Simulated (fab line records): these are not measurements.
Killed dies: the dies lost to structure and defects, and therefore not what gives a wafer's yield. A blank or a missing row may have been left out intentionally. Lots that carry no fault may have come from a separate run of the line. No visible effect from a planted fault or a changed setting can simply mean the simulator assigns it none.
The tool behind it: which one?    flow rit-cmos    Sampling: 14 lots, 42 wafers, 6 of 202 route steps

WHAT THE GAUGES SHOWED, per wafer
RIT_ACTIVE_CD_MEAS_90: target cd 1400 nm.
lot   measured     on         cd-nm (nm)
L622  day 1 20:02  cd-sem-01  1402.2 1404.2 1403.7
L623  day 2 01:12  cd-sem-01  1399.9 1397.8 1400.3
L624  day 2 06:01  cd-sem-02  1400.9 1399.5 1397.0
L626  day 2 16:01  cd-sem-02  1401.3 1402.6 1403.7
L627  day 2 21:04  cd-sem-02  1401.5 1404.5 1405.0
L628  day 3 04:08  cd-sem-01  1396.4 1397.4 1396.8
L629  day 3 07:10  cd-sem-01  1399.7 1401.2 1402.7
L631  day 3 17:08  cd-sem-02  1402.0 1401.5 1399.7
L632  day 3 22:08  cd-sem-02  1398.1 1400.6 1398.8
L633  day 4 04:04  cd-sem-02  1401.1 1402.0 1403.7
L634  day 4 08:18  cd-sem-01  1401.4 1403.0 1401.9
L635  day 4 13:10  cd-sem-02  1395.0 1397.0 1396.4
L643  day 6 05:17  cd-sem-01  1399.9 1402.3 1400.7
L644  day 6 10:01  cd-sem-01  1399.7 1400.6 1399.3

RIT_GATE_CD_MEAS_16: target cd 150 nm.
lot   measured     on         cd-nm (nm)
L622  day 2 18:44  cd-sem-02  148.1 147.7 147.3
L623  day 3 03:02  cd-sem-02  148.6 149.3 145.9
L624  day 3 05:10  cd-sem-01  151.0 150.7 151.6
L626  day 3 13:23  cd-sem-02  151.3 153.1 151.5
L627  day 3 19:32  cd-sem-01  154.9 150.8 154.7
L628  day 4 04:04  cd-sem-01  148.4 147.8 148.5
L629  day 4 06:17  cd-sem-01  150.0 149.9 149.6
L631  day 4 15:31  cd-sem-01  152.1 150.0 153.2
L632  day 4 21:00  cd-sem-02  149.6 153.0 151.9
L633  day 5 02:02  cd-sem-02  147.6 148.2 152.7
L634  day 5 10:50  cd-sem-01  157.3 155.3 155.2
L635  day 5 13:02  cd-sem-02  150.6 148.7 149.1
L643  day 7 02:42  cd-sem-01  151.2 148.1 150.4
L644  day 7 08:10  cd-sem-02  147.3 148.7 147.8

RIT_GATE_CD_MEAS_90: target cd 150 nm.
lot   measured     on         cd-nm (nm)
L622  day 2 19:19  cd-sem-02  147.6 147.4 147.3
L623  day 3 03:38  cd-sem-01  148.7 148.8 145.9
L624  day 3 05:46  cd-sem-02  151.1 150.7 151.2
L626  day 3 13:59  cd-sem-01  150.3 153.1 151.4
L627  day 3 20:08  cd-sem-02  155.4 150.7 154.5
L628  day 4 04:39  cd-sem-02  148.4 147.4 148.2
L629  day 4 06:52  cd-sem-02  150.4 149.9 149.9
L631  day 4 16:07  cd-sem-02  151.6 150.3 153.3
L632  day 4 21:35  cd-sem-02  149.4 153.1 152.0
L633  day 5 02:37  cd-sem-01  147.9 148.2 152.3
L634  day 5 11:25  cd-sem-01  156.8 155.2 154.8
L635  day 5 13:37  cd-sem-01  150.3 148.7 149.5
L643  day 7 03:25  cd-sem-01  151.7 148.6 150.5
L644  day 7 08:48  cd-sem-01  147.5 148.6 147.1

RIT_NLDD_TW_MEAS_10.
lot   measured     on             NLDD_TW
L622  day 2 23:46  film-metro-02  2528 2518 2506
L623  day 3 08:19  film-metro-02  2519 2514 2517
L624  day 3 10:23  film-metro-02  2528 2516 2522
L626  day 3 19:54  film-metro-03  2508 2512 2506
L627  day 4 00:48  film-metro-03  2511 2506 2491
L628  day 4 09:56  film-metro-04  2533 2541 2528
L629  day 4 11:39  film-metro-03  2503 2498 2490
L631  day 4 20:35  film-metro-03  2497 2495 2504
L632  day 5 02:44  film-metro-04  2544 2543 2562
L633  day 5 09:22  film-metro-03  2525 2537 2529
L634  day 5 15:59  film-metro-04  2555 2546 2561
L635  day 5 18:38  film-metro-03  2536 2547 2532
L643  day 7 07:56  film-metro-04  2774 2756 2772 2766 2761 2776
L644  day 7 14:04  film-metro-03  2772 2768 2759 2768 2766 2761

RIT_SDANNEAL_RS_MEAS_07: uses a four-point probe to measure.
lot   measured     on             NLDD_RS (ohm/sq)
L622  day 3 08:14  film-metro-03  151.1 151.1 151.7
L623  day 3 16:09  film-metro-03  152.6 152.6 151.7
L624  day 3 18:26  film-metro-04  152.1 152.4 152.5
L626  day 4 03:38  film-metro-04  152.3 151.9 151.7
L627  day 4 09:56  film-metro-03  152.2 151.5 152.3
L628  day 4 18:35  film-metro-04  152.3 152.0 151.9
L629  day 4 19:59  film-metro-04  152.3 152.4 152.8
L631  day 5 04:44  film-metro-04  151.8 151.7 152.2
L632  day 5 10:40  film-metro-03  151.6 151.6 150.8
L633  day 5 18:21  film-metro-04  152.4 152.2 152.5
L634  day 6 00:51  film-metro-02  151.0 151.4 151.0
L635  day 6 03:02  film-metro-03  150.7 151.0 151.1
L643  day 7 22:05  film-metro-02  113.8 114.0 114.4 114.1 113.8 114.1
L644  day 8 09:28  film-metro-04  114.0 113.8 113.8 113.7 113.6 114.0

EACH LOT AND THE TOOL THAT RAN IT (in order: tool; ch and the chambers of the sampled wafers; start)
lot   RIT_NLDD_IMPLANT_08
L622  implanter-03 ch 0, day 2 23:28
L623  implanter-01 ch 0, day 3 08:00
L624  implanter-04 ch 0, day 3 10:03
L626  implanter-03 ch 0, day 3 19:35
L627  implanter-03 ch 0, day 4 00:31
L628  implanter-03 ch 0, day 4 09:37
L629  implanter-03 ch 0, day 4 11:20
L631  implanter-03 ch 0, day 4 20:16
L632  implanter-04 ch 0, day 5 02:25
L633  implanter-01 ch 0, day 5 09:02
L634  implanter-04 ch 0, day 5 15:41
L635  implanter-04 ch 0, day 5 18:20
L643  implanter-04 ch 0, day 7 07:37
L644  implanter-04 ch 0, day 7 13:44
- RIT_NLDD_IMPLANT_08

WHAT THE TOOLS THEMSELVES READ (means of the sampled wafers that have a number; where no wafer has one, the mark that the record gives instead)
RIT_NLDD_IMPLANT_08.
lot   tool          beam-on-s (s)  faraday-current-uA
L622  implanter-03  9.88           1592
L623  implanter-01  10.03          1568
L624  implanter-04  10.08          1567
L626  implanter-03  9.99           1573
L627  implanter-03  9.86           1597
L628  implanter-03  10.03          1570
L629  implanter-03  9.94           1583
L631  implanter-03  10.08          1558
L632  implanter-04  10.04          1568
L633  implanter-01  10.15          1549
L634  implanter-04  10.14          1554
L635  implanter-04  9.91           1587
L643  implanter-04  14.45          1088
L644  implanter-04  13.99          1125

THE ANSWER, worked out from the rows above alone
Rule: the usual values come from the lots themselves. Put in order of their means at a reading, lots are off if they are a third of the lots or fewer, leave a main group of 4 or more, and stand apart from it by a gap of 3 or more times the standard deviation of the main group's means; of several such gaps the widest counts. A main group whose means are all the same, to the digits that the tables above print for the reading, isn't used. Also off: a lot with no number at a reading for which 4 or more lots have one. The other lots that the step has rows for count as sound. After the gauges, taken in route order, come the tools' own readings; for these a lot's mean is taken, as printed above. At the first step where some lot is off, the reading lying furthest off is the one used; lots without a number count as furthest.
Off: L643, L644, seen at RIT_NLDD_TW_MEAS_10 (NLDD_TW). The main group: mean 2522, standard deviation 18.
A tool fits if, at a process step before that reading, it ran every lot that is off, and no sound lot after the first of them. Not tried: the gauges at RIT_NLDD_TW_MEAS_10; whatever is off there is also off at RIT_NLDD_IMPLANT_08, on other tools, and gauge error can't account for it. One candidate fits, namely implanter-04 at RIT_NLDD_IMPLANT_08. Its last sound lot is L635 (day 5 18:20), its first lot that is off L643 (day 7 07:37): a fault that began between those two fits.
The tool's own readings at RIT_NLDD_IMPLANT_08 bear it out: on the lots that are off they differ by more than 5 times the standard deviation of the sound lots' means. beam-on-s reads 14.22 s there against 10.01 s on the sound lots; faraday-current-uA reads 1106 there against 1572 on the sound lots.

WHAT THE SIMULATOR PUT IN
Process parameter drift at RIT_NLDD_IMPLANT_08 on implanter-04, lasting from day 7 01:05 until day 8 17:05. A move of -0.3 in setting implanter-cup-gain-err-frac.
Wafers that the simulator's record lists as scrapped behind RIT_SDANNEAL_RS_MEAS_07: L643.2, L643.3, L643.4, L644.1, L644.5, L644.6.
Shown lots that were struck: L643, L644. The rule above reached the same finding.
